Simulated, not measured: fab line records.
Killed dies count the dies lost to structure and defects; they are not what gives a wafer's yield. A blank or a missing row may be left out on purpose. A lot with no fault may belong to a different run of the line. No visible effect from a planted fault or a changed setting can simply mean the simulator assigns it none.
Which of the tools did it? | flow berkeley-cmos170 | Sampling: 13 lots, 39 wafers, 4 of 331 route steps

## WHAT THE GAUGES SHOWED, per wafer
UCB170_V2_CD_MEAS_12: target cd 700 nm. Usual: cd-nm at 700.1 nm, with a standard deviation of 1.3.
lot  | measured     | on        | cd-nm (nm)        | flag
L999 | day 8 01:28  | cd-sem-02 | 699.4 700.0 700.6 |
L100 | day 8 11:08  | cd-sem-01 | 701.0 700.4 700.6 |
L102 | day 8 12:48  | cd-sem-01 | 701.1 700.7 699.8 |
L103 | day 8 13:03  | cd-sem-01 | 702.4 701.9 701.8 |
L101 | day 8 12:23  | cd-sem-01 | 700.3 701.9 701.6 |
L104 | day 8 16:44  | cd-sem-01 | 697.3 697.3 698.6 |
L106 | day 9 10:10  | cd-sem-01 | 698.8 698.8 698.6 |
L108 | day 9 10:53  | cd-sem-02 | 698.2 700.0 699.1 |
L109 | day 9 11:12  | cd-sem-02 | 701.9 702.4 702.2 |
L114 | day 10 08:46 | cd-sem-02 | 699.7 698.7 700.0 |
L119 | day 11 20:08 | cd-sem-02 | 699.8 700.4 701.1 |
L120 | day 12 04:58 | cd-sem-02 | 700.3 702.0 703.1 |
L122 | day 12 12:58 | cd-sem-01 | 697.0 698.5 698.4 |

UCB170_M3_CD_MEAS_15: target cd 700 nm. Usual: cd-nm at 700.0 nm, with a standard deviation of 1.1.
lot  | measured     | on        | cd-nm (nm)        | flag
L999 | day 8 04:40  | cd-sem-01 | 699.5 700.6 700.2 |
L100 | day 8 14:18  | cd-sem-02 | 700.8 702.4 701.1 |
L102 | day 8 15:46  | cd-sem-01 | 699.4 700.0 699.5 |
L103 | day 8 15:50  | cd-sem-02 | 698.6 699.6 699.5 |
L101 | day 8 15:11  | cd-sem-01 | 700.3 699.6 699.3 |
L104 | day 8 19:38  | cd-sem-01 | 701.3 700.4 699.5 |
L106 | day 9 13:32  | cd-sem-01 | 700.0 698.5 700.2 |
L108 | day 9 14:22  | cd-sem-01 | 701.0 701.6 699.6 |
L109 | day 9 14:36  | cd-sem-02 | 700.4 700.6 700.1 |
L114 | day 10 11:33 | cd-sem-01 | 697.9 698.9 698.4 |
L119 | day 11 23:00 | cd-sem-02 | 700.8 699.3 701.4 |
L120 | day 12 07:40 | cd-sem-02 | 699.8 700.6 699.5 |
L122 | day 12 16:34 | cd-sem-01 | 698.4 698.6 699.1 |

## WHAT TOOL EACH LOT RAN ON (gives the tool, then ch and the chambers of the sampled wafers, and finally the start)
lot  | UCB170_M1_ETCH_11                  | UCB170_V2_CVD_00
L999 | rie-diel-01 ch 0,2,3, day 7 13:46  | pecvd-04 ch 1,2, day 7 23:29
L100 | rie-diel-02 ch 0,1,2, day 7 19:44  | pecvd-02 ch 0,1, day 8 08:59
L102 | rie-diel-04 ch 0,1,2, day 7 20:35  | pecvd-04 ch 0,1, day 8 09:43
L103 | rie-diel-02 ch 0,1,3, day 7 20:56  | pecvd-02 ch 1,2, day 8 09:45
L101 | rie-diel-02 ch 0,3, day 7 22:40    | pecvd-01 ch 1,2, day 8 09:23
L104 | rie-diel-04 ch 0,2,3, day 8 06:15  | pecvd-01 ch 0,1, day 8 14:49
L106 | rie-diel-02 ch 2,3, day 8 21:00    | pecvd-04 ch 0,2, day 9 08:13
L108 | rie-diel-01 ch 1,2, day 8 21:18    | pecvd-02 ch 0,1,2, day 9 08:50
L109 | rie-diel-02 ch 1,2,3, day 8 23:34  | pecvd-04 ch 0,2, day 9 08:56
L114 | rie-diel-02 ch 0,1,2, day 9 22:31  | pecvd-04 ch 0,1,2, day 10 07:03
L119 | rie-diel-01 ch 0,2, day 11 06:19   | pecvd-01 ch 0,1, day 11 18:19
L120 | rie-diel-01 ch 1,2,3, day 11 17:59 | pecvd-02 ch 0,1,2, day 12 02:50
L122 | rie-diel-04 ch 1,2, day 12 00:19   | pecvd-01 ch 0,1, day 12 10:39
- UCB170_M1_ETCH_11: etches BARC in N2/H2.
- UCB170_V2_CVD_00: deposits SiO2 from TEOS/O2, target thk 2000 nm, time 250 s.

## AS READ BY THE TOOLS THEMSELVES (means over the sampled wafers that have a number; for cases with no such wafer, the mark the record gives instead)
UCB170_M1_ETCH_11. Usual: drypump-motor-current-A 5.7 A, standard deviation 0.39; oes-product-au 1.009 a.u., standard deviation 0.019; throttle-valve-pct 13.33 %, standard deviation 0.15.
lot  | tool        | drypump-motor-current-A (A) | oes-product-au (a.u.) | throttle-valve-pct (%) | flag
L999 | rie-diel-01 | 5.6                         | 1.008                 | 13.29                  |
L100 | rie-diel-02 | 5.8                         | 0.999                 | 13.41                  |
L102 | rie-diel-04 | 5.6                         | 1.005                 | 13.37                  |
L103 | rie-diel-02 | 5.5                         | 1.006                 | 13.45                  |
L101 | rie-diel-02 | 5.5                         | 1.016                 | 13.42                  |
L104 | rie-diel-04 | 5.4                         | 1.023                 | 13.21                  |
L106 | rie-diel-02 | 5.8                         | 1.022                 | 13.30                  |
L108 | rie-diel-01 | 5.7                         | 0.983                 | 13.28                  |
L109 | rie-diel-02 | 5.8                         | 1.016                 | 13.35                  |
L114 | rie-diel-02 | 5.8                         | 1.047                 | 13.41                  |
L119 | rie-diel-01 | 5.8                         | 1.021                 | 13.43                  |
L120 | rie-diel-01 | 5.7                         | 1.005                 | 13.23                  |
L122 | rie-diel-04 | 5.5                         | 0.998                 | 13.44                  |

UCB170_V2_CVD_00. Usual: heater-power-w at 250 W, with a standard deviation of 60.
lot  | tool     | heater-power-w (W) | flag
L999 | pecvd-04 | 219                |
L100 | pecvd-02 | 231                |
L102 | pecvd-04 | 243                |
L103 | pecvd-02 | 234                |
L101 | pecvd-01 | 250                |
L104 | pecvd-01 | 286                |
L106 | pecvd-04 | 200                |
L108 | pecvd-02 | 274                |
L109 | pecvd-04 | 187                |
L114 | pecvd-04 | 230                |
L119 | pecvd-01 | 292                |
L120 | pecvd-02 | 292                |
L122 | pecvd-01 | 251                |

## THE ANSWER, worked out from the rows above alone
Rule: take the mean of a lot's wafers that have a number; if it is more than 3 standard deviations from the usual mean, the lot is off. Also off: a lot with no number at a reading for which 4 or more lots have one. Where the step has rows for the other lots, those lots are counted as sound. Order of review: gauges by route order, followed by the tools' own readings, for which a lot's mean as printed above is used. At the first step where some lot is off, the reading lying furthest off is the one used; lots without a number count as furthest.
Across all readings shown, no lot is off: no conclusion can be drawn from this.

## WHAT HAD BEEN PUT IN BY THE SIMULATOR
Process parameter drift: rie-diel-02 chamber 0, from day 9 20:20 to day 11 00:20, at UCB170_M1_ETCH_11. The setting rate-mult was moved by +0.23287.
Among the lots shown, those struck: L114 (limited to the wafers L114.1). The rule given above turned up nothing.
